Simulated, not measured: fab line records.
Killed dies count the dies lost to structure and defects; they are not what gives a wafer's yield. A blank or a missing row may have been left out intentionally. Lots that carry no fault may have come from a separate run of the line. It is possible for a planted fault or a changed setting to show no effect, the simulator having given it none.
What tool caused it? :: flow berkeleyCmos170 :: route of 331 steps, sampled at 1 step: 7 lots, 21 wafers

WHAT THE GAUGES READ, wafer by wafer
UCB170_CONTACT_THK_MEAS_02.
lot: L586
measured: day 8 18:43
on: filmMetro-01
CONTACT_PSG_THK (nm): 691 689 687

lot: L588
measured: day 8 18:43
on: filmMetro-02
CONTACT_PSG_THK (nm): 695 696 708

lot: L590
measured: day 9 13:03
on: filmMetro-04
CONTACT_PSG_THK (nm): 700 699 695

lot: L592
measured: day 9 18:11
on: filmMetro-02
CONTACT_PSG_THK (nm): 704 705 697

lot: L595
measured: day 10 10:43
on: filmMetro-02
CONTACT_PSG_THK (nm): 698 710 702

lot: L602
measured: day 11 23:17
on: filmMetro-01
CONTACT_PSG_THK (nm): 691 694 697

lot: L603
measured: day 13 07:41
on: filmMetro-02
CONTACT_PSG_THK (nm): 696 694 690

TOOL THAT RAN EACH LOT (tool first, then ch and the chambers of the sampled wafers, then the start)
No process step before these readings appears in the record.

THE ANSWER, worked out from the rows above alone
Rule: the lots themselves supply what counts as usual. Put in order of their means at a reading, lots are off if they are a third of the lots or fewer, leave a main group of 4 or more, and stand apart from it by a gap of 3 or more times the standard deviation of the main group's means; of several such gaps the widest counts. A main group is skipped when, at the precision printed for the reading in the tables above, its means are all equal. A lot without any number at a reading at which 4 lots or more have one is off too. Any other lot the step has rows for is counted as sound.
Across all readings shown, no lot is off: no conclusion can be drawn from this.

WHAT THE SIMULATOR HAD PUT IN
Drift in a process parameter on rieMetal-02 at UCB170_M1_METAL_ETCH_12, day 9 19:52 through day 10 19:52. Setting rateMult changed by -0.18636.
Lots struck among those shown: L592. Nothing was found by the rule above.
